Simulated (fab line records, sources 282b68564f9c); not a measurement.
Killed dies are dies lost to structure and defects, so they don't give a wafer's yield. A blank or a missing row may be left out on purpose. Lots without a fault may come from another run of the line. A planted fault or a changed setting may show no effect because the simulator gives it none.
fab line records | flow rit_cmos
record lots=6 wafers=18 last_day=6
route steps=202 shown CONTACT@170 M1@202
lots that met no fault: from a run of the same line without faults
start_h: hours from the record's first day to the start of the lot's first wafer shown | wait_h: hours since the lot's step before | " the same as in the row above | L1.1+2: a row that stands for several wafers | - no value, or no start given | * or withheld: withheld | < > ~ a bound
route shown NAME@n: a module of which the file shows steps, and the number in the route of the first | usual: mean/standard deviation of fault-free wafers | same: alike in all rows | chamber/n: place in a boat | sites: the reading at each site | _std_site: their standard deviation | _edge_site: outer sites' mean less inner sites' | radius_mm: how far each site lies from the wafer's centre | mask NAME#n: copy n | behind: the tool/chamber that last shaped the wafer | hold: why the lot was held/for how many hours/how that ended | device: the transistor (n, p or np) that didn't switch | end of line: the same wafers' tests at the end of the route | a step without rows: its recipe alone | killed: dies lost to structure and defects at the first sort, not the wafer's yield | map: a wafer's dies, x killed, . not, _ none there
set.NAME: the setting as run; set.NAME@STEP: as run at that earlier step | model.NAME: the simulator's own value behind a step, which no gauge read
lots at some steps of the route; a table a step, a row a wafer
services: from which hour (start_h, from the record's first day; less than 0 if before it) a tool's chamber was out of use, for how many hours, and why
## steps
# step RIT_CONTACT_HMDS_02
# recipe prime_time_s=60 prime_temp_c=140
# step RIT_CONTACT_COAT_03
# recipe resist=NOVOLAK spin_rpm=3250 resist_thk_nm=1000
# step RIT_CONTACT_SOFTBAKE_04
# recipe resist=NOVOLAK temp_c=90 time_s=60
# step RIT_CONTACT_EXPOSE_05
# recipe mask_id=M11 na=0.6 source_shape=conventional sigma_outer=0.5 target_cd_nm=1000 dose_mj=250
# step RIT_CONTACT_PEB_06
# recipe resist=NOVOLAK temp_c=withheld time_s=withheld
# step RIT_CONTACT_DEVELOP_07
# recipe resist=NOVOLAK develop_time_s=120 dev_temp_c=23
# step RIT_CONTACT_CD_MEAS_08
# recipe target_cd_nm=1000
# usual cd_nm=999.3/2.3
# columns lot.wafer tool chamber start_h wait_h cd_nm
L577.1 cd_sem-01 - 65.37 - 1002.7
L577.3 " - " " 1002.6
L577.4 " - " " 1003.5
L579.1 cd_sem-01 - 69.22 - 1004.1
L579.2 " - " " 1003.9
L579.5 " - " " 1000.3
L586.2 cd_sem-01 - 107.78 - 999.5
L586.5 " - " " 998.7
L586.6 " - " " 998.4
L588.2 cd_sem-02 - 117.11 - 1002.9
L588.4 " - " " 1000.4
L588.6 " - " " 999.6
L589.2 cd_sem-02 - 120.08 - 1002.8
L589.3 " - " " 1000.7
L589.6 " - " " 1000.1
L591.1 cd_sem-01 - 131.87 - 996.7
L591.5 " - " " 997.6
L591.6 " - " " 998.7
# step RIT_CONTACT_OVL_MEAS_09
# usual CONTACT_OVL=-0.8/1.4
# columns lot.wafer tool chamber start_h wait_h CONTACT_OVL[nm]
L577.1 overlay-01 - 65.49 0.1 -1.1
L577.3 " - " " -1.1
L577.4 " - " " -0.8
L579.1 overlay-01 - 69.34 0.1 -2.2
L579.2 " - " " -2.6
L579.5 " - " " -2.9
L586.2 overlay-01 - 107.88 0.1 0.1
L586.5 " - " " 0.4
L586.6 " - " " 2.5
L588.2 overlay-01 - 117.22 0.1 0.7
L588.4 " - " " 0.5
L588.6 " - " " 0.7
L589.2 overlay-02 - 120.19 0.1 -1.0
L589.3 " - " " -1.4
L589.6 " - " " 0.9
L591.1 overlay-02 - 131.99 0.1 -0.5
L591.5 " - " " -0.9
L591.6 " - " " -2.0
# step RIT_CONTACT_HARDBAKE_10
# recipe resist=NOVOLAK temp_c=140 time_s=60
# step RIT_CONTACT_ETCH_11
# recipe target_depth_a=4800 over_etch_frac=0.2 stop_on=TiSi2 chemistry=CHF3/CF4/Ar target=SiO2 CHF3_flow_sccm=50 cf4_flow_sccm=10 Ar_flow_sccm=100 O2_flow_sccm=5 pressure_mtorr=100 rf_w=200 time_s=320
# usual drypump_motor_current_A=5.8/0.48 oes_product_au=0.988/0.018 throttle_valve_pct=8.82/0.16
# columns lot.wafer tool chamber start_h wait_h drypump_motor_current_A oes_product_au rf_hours_counter_h throttle_valve_pct
L577.1 rie_diel-02 1 65.76 0.1 6.3 0.954 24 8.96
L577.3 " 3 " " 5.6 0.982 131 8.82
L577.4 " 2 " " 5.1 1.003 118 9.01
L579.1 rie_diel-02 0 69.53 0.1 4.9 0.952 5 8.56
L579.2 " 1 " " 6.3 0.956 24 8.96
L579.5 " 2 " " 5.1 1.003 - 9.00
L586.2 rie_diel-03 2 108.06 0.1 6.0 0.998 28 8.86
L586.5 " 2 " " 6.0 0.997 - 8.84
L586.6 " 3 " " 6.1 0.975 - 8.58
L588.2 rie_diel-04 3 117.46 0.1 6.7 1.006 87 8.75
L588.4 " 1 " " 5.6 0.978 134 9.12
L588.6 " 3 " " 6.7 1.003 - 8.73
L589.2 rie_diel-03 3 120.37 0.1 6.1 0.986 41 8.58
L589.3 " 1 " " 5.8 1.017 5 8.72
L589.6 " 3 " " 6.1 0.982 - 8.57
L591.1 rie_diel-02 1 132.17 0.1 6.3 0.951 25 8.96
L591.5 " 1 " " 6.3 0.965 - 8.95
L591.6 " 0 " " 4.9 0.959 - 8.55
# step RIT_CONTACT_STRIP_12
# recipe chemistry=O2 time_s=180 resist=NOVOLAK platen_temp_c=withheld power_w=500 pressure_mtorr=4000 o2_flow_sccm=4000
# usual drypump_motor_current_A=5.7/0.34
# columns lot.wafer tool chamber start_h wait_h drypump_motor_current_A rf_hours_counter_h
L577.1 plasma_asher-03 0 65.95 0.1 5.5 40
L577.3 " 1 " " 6.0 -
L577.4 " 0 " " 5.5 -
L579.1 plasma_asher-04 1 69.72 0.1 6.1 28
L579.2 " 0 " " 5.6 28
L579.5 " 0 " " 5.6 -
L586.2 plasma_asher-03 1 108.26 0.1 6.0 45
L586.5 " 1 " " 6.0 -
L586.6 " 0 " " 5.5 -
L588.2 plasma_asher-04 0 117.66 0.1 5.5 33
L588.4 " 1 " " 6.1 -
L588.6 " 0 " " 5.5 -
L589.2 plasma_asher-03 0 120.56 0.1 5.5 47
L589.3 " 0 " " 5.5 -
L589.6 " 0 " " 5.5 -
L591.1 plasma_asher-02 0 132.37 0.1 5.2 51
L591.5 " 1 " " 6.0 -
L591.6 " 0 " " 5.2 -
# step RIT_CONTACT_CD_MEAS_90
# recipe target_cd_nm=1000
# usual cd_nm=999.3/2.4
# columns lot.wafer tool chamber start_h wait_h cd_nm
L577.1 cd_sem-01 - 66.21 0.2 1002.9
L577.3 " - " " 1002.5
L577.4 " - " " 1004.0
L579.1 cd_sem-02 - 69.90 0.1 1004.4
L579.2 " - " " 1003.8
L579.5 " - " " 1000.5
L586.2 cd_sem-01 - 108.45 0.1 1000.2
L586.5 " - " " 999.0
L586.6 " - " " 998.1
L588.2 cd_sem-01 - 117.85 0.1 1003.7
L588.4 " - " " 1000.2
L588.6 " - " " 999.8
L589.2 cd_sem-02 - 120.76 0.1 1003.2
L589.3 " - " " 1000.8
L589.6 " - " " 1000.3
L591.1 cd_sem-02 - 132.54 0.1 996.7
L591.5 " - " " 997.4
L591.6 " - " " 998.6
# step RIT_CONTACT_CLEAN_13
# recipe chemistry=SC1 mix=3:3:50 time_s=600 temp_c=75
# usual bath_heat_duty_pct=15.7/1.6 run_length_s=628/3
# columns lot.wafer tool chamber start_h wait_h bath_heat_duty_pct run_length_s
L577.1 wet_bench-02 2 66.37 0.1 14.2 628
L577.3 " 2 " " 14.2 628
L577.4 " 2 " " 15.3 628
L579.1 wet_bench-04 3 70.02 0.1 16.7 633
L579.2 " 3 " " 16.0 633
L579.5 " 3 " " 16.3 633
L586.2 wet_bench-02 3 108.55 0.1 17.5 628
L586.5 " 3 " " 16.3 628
L586.6 " 3 " " 17.4 628
L588.2 wet_bench-04 0 117.95 0.1 15.0 657
L588.4 " 0 " " 16.1 657
L588.6 " 0 " " 16.4 657
L589.2 wet_bench-04 0 120.86 0.1 14.0 657
L589.3 " 0 " " 13.7 657
L589.6 " 0 " " 13.8 657
L591.1 wet_bench-02 3 132.66 0.1 17.0 626
L591.5 " 3 " " 16.1 626
L591.6 " 3 " " 17.0 626
# step RIT_CONTACT_CLEAN_14
# recipe chemistry=SC2 mix=3:3:50 time_s=600 temp_c=75 dry=n2_spin
# step RIT_M1_PROBE_99
# usual killed_at_contacts=0.1/0.27 killed_at_front_end=7/3.1 killed_dies=7/3.1 killed_open=3.3/2.1 killed_short=3.5/2
# same gross_dies=264 killed_at_M0_to_M3=0 killed_at_M4_up=0 killed_at_back_side=0 killed_at_other=0
# columns lot.wafer tool chamber start_h wait_h killed_at_contacts killed_at_front_end killed_dies killed_open killed_short
L577.1 prober-01 - 70.85 0.1 0 6 6 1 5
L577.3 prober-01 - 70.95 0.2 0 9 9 4 5
L577.4 prober-01 - 71.00 0.2 0 0 0 0 0
L586.2 prober-02 - 113.12 0.1 0 8 8 3 5
L586.5 prober-02 - 113.27 0.2 0 5 5 2 3
L586.6 prober-02 - 113.32 0.2 0 2 2 0 2
L589.2 prober-01 - 125.29 0.1 0 4 4 1 3
L589.3 prober-01 - 125.34 0.2 0 8 8 6 2
L589.6 prober-01 - 125.49 0.2 0 1 1 1 0
L591.1 prober-01 - 137.29 0.1 1 2 3 1 2
L591.5 prober-01 - 137.49 0.2 0 4 4 1 3
L591.6 prober-01 - 137.54 0.2 0 2 2 1 1
# killed by level:class
L577.1 FOX1:geometric_particle:short=2 GATE:geometric_particle:short=2 GATE:geometric_particle:open=1 REOX:geometric_particle:short=1
L577.3 FOX1:geometric_particle:short=2 FOX1:geometric_particle:open=2 REOX:geometric_particle:short=2 FOX2:geometric_particle:open=1 GATE:geometric_particle:short=1 GATE:geometric_particle:open=1
L586.2 GATE:geometric_particle:open=2 GATE:geometric_particle:short=2 FOX2:geometric_particle:short=1 REOX:geometric_particle:short=1 SPACER:geometric_particle:open=1 SILICIDE:geometric_particle:short=1
L586.5 GATE:geometric_particle:short=2 GATE:geometric_particle:open=1 REOX:geometric_particle:open=1 REOX:geometric_particle:short=1
L586.6 GATE:geometric_particle:short=1 SPACER:geometric_particle:short=1
L589.2 GATE:geometric_particle:short=3 GATE:geometric_particle:open=1
L589.3 GATE:geometric_particle:open=5 FOX1:geometric_particle:short=1 FOX2:geometric_particle:open=1 GATE:geometric_particle:short=1
L589.6 REOX:geometric_particle:open=1
L591.1 FOX2:geometric_particle:short=1 GATE:geometric_particle:short=1 CONTACT:geometric_particle:open=1
L591.5 FOX1:geometric_particle:open=1 FOX1:geometric_particle:short=1 SPACER:geometric_particle:short=1 SILICIDE:geometric_particle:short=1
L591.6 REOX:geometric_particle:open=1 SILICIDE:geometric_particle:short=1
## services
# columns tool chamber start_h hours kind
rie_diel-04 1 47.57 5.1 repair
rie_diel-02 0 49.54 5.2 repair
rie_diel-02 - 56.05 0.4 repair
rie_diel-04 2 63.02 - clean
rie_diel-04 2 63.02 15.6 scheduled_down
rie_diel-04 2 63.02 15.6 vent_cycle
rie_diel-02 - 64.35 0.7 repair
rie_diel-04 0 76.60 4.9 repair
rie_diel-04 1 82.63 4.9 repair
wet_bench-02 - 126.62 1.9 pm
plasma_asher-02 - 128.81 0.6 repair
plasma_asher-03 - 131.59 4.5 repair
## key
first_sign step=RIT_CONTACT_CLEAN_13 reading=run_length_s direction=up sigmas=9.5 usual=* struck=*
effect none on later readings
met_at RIT_CONTACT_CLEAN_13
struck_wafers L588.2,L588.4,L588.6,L589.2,L589.3,L589.6
tester_left_out L588,L589
fault kind=process_parameter_drift tool=wet_bench-04 chamber=0 onset_h=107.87 steps=RIT_CONTACT_CLEAN_13 channel=time_s offset=* shape=step end_h=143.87 acts_in=* stated=*
# tester_left_out: of these lots the tester's yield and bins aren't shown, on N5 and GAA mostly nor the transistor test; their killed dies are dies lost to structure and defects alone, not to doping, threshold or leakage, so they don't give the yield
